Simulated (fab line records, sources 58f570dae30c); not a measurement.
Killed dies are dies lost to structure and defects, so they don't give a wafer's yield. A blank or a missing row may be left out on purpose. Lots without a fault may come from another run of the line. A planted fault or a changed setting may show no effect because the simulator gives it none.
A struck lot beside a sound one | flow berkeley_cmos170 | 16 steps out of a route of 331
Sound: wafers L841.1, L841.2, L841.5. Struck: wafers L846.1, L846.2, L846.6. The cause comes at the end.
At each step with rows: each side's tool, then ch and its chambers, then its first start. Under that, the readings that differ: sound wafers | struck wafers | difference of the means | sigmas: that difference in standard deviations of wafers without a fault.
alike: readings whose means differ by less than 2 such deviations, and words and numbers that are the same on both sides. not compared: withheld readings, readings that some wafer has no value for, bounds like >300 that may hide the same value, and numbers for which the record gives no deviation and whose values overlap.
The two part at a step that has a row with sigmas, a row that says differs or no value, or rows on one side only. Numbers that don't overlap but have no deviation are shown without sigmas and don't part them. A reading that every wafer of one side lacks parts them only if that side has two wafers or more.

first, 2 steps without rows for these wafers: UCB170_GATE_ANNEAL_03 (time 1800 s); UCB170_GATE_CVD_04 (deposits poly-Si from SiH4, time 1440 s, target thk 214 nm).
UCB170_GATE_THK_MEAS_05:
  sound on film_metro-04, day 6 20:30; struck on film_metro-02, day 8 04:12
  alike: GATE_POLY_THK
then, 6 steps without rows for these wafers: UCB170_GATE_COAT_06; UCB170_GATE_COAT_07 (resist thk 900 nm); UCB170_GATE_SOFTBAKE_08 (time 60 s); UCB170_GATE_EXPOSE_09 (exposes mask POLY, target cd 350 nm); UCB170_GATE_PEB_10; UCB170_GATE_DEVELOP_11 (develop time 45 s).
UCB170_GATE_CD_MEAS_12: target cd 350 nm.
  sound on cd_sem-02, day 7 00:04; struck on cd_sem-02, day 8 05:56
  alike: cd_nm
UCB170_GATE_OVL_MEAS_13:
  sound on overlay-02, day 7 00:11; struck on overlay-01, day 8 06:04
  reading       | sound     | struck  | difference | sigmas
  GATE_OVL (nm) | -4 -3 -10 | 11 10 8 | +15        | +3
UCB170_GATE_ETCH_14: etches BARC in N2/H2.
  sound on rie_diel-02 ch 1,3, day 7 00:13; struck on rie_diel-04 ch 1,2, day 8 06:06
  alike: bias_w, chamber_pressure_mTorr, drypump_motor_current_A, oes_product_au, rf_fwd_power_W, throttle_valve_pct
UCB170_GATE_ETCH_15: etches poly-Si in HBr/Cl2, stops on SiO2, time 56.3 s, target depth 278.2 nm.
  sound on rie_si-02 ch 0,3, day 7 00:16; struck on rie_si-02 ch 0,2,3, day 8 06:08
  no value came back on the struck wafers for any of 6 readings (HBr_flow_sccm (sccm), bias_w (W) and others); on the sound wafers HBr_flow_sccm (sccm) reads 151.1 149.7 150.0
  reading                               | sound             | struck            | difference | sigmas
  model.KrF_of_GATE_COAT_07.thk_nm (nm) | 782.3 778.9 783.2 | 882.2 885.3 885.4 | +102.8     |
  not compared: rf_hours_counter_h
UCB170_GATE_STRIP_16: strips in O2.
  sound on plasma_asher-02 ch 0,1, day 7 00:19; struck on plasma_asher-02 ch 0,1, day 8 06:11
  alike: drypump_motor_current_A, oes_product_au
  not compared: rf_hours_counter_h
UCB170_GATE_CD_MEAS_90: target cd 350 nm.
  sound on cd_sem-01, day 7 00:25; struck on cd_sem-02, day 8 06:17
  reading    | sound             | struck | difference                    | sigmas
  cd_nm (nm) | 349.5 348.1 347.4 | - - -  | no value on the struck wafers |
then, 1 step without rows for these wafers: UCB170_GATE_CLEAN_17 (cleans in SPM, time 600 s).

WHERE THEY PART
First at UCB170_GATE_OVL_MEAS_13; last, within this record, at UCB170_GATE_CD_MEAS_90.

WHY: what the simulator had put in
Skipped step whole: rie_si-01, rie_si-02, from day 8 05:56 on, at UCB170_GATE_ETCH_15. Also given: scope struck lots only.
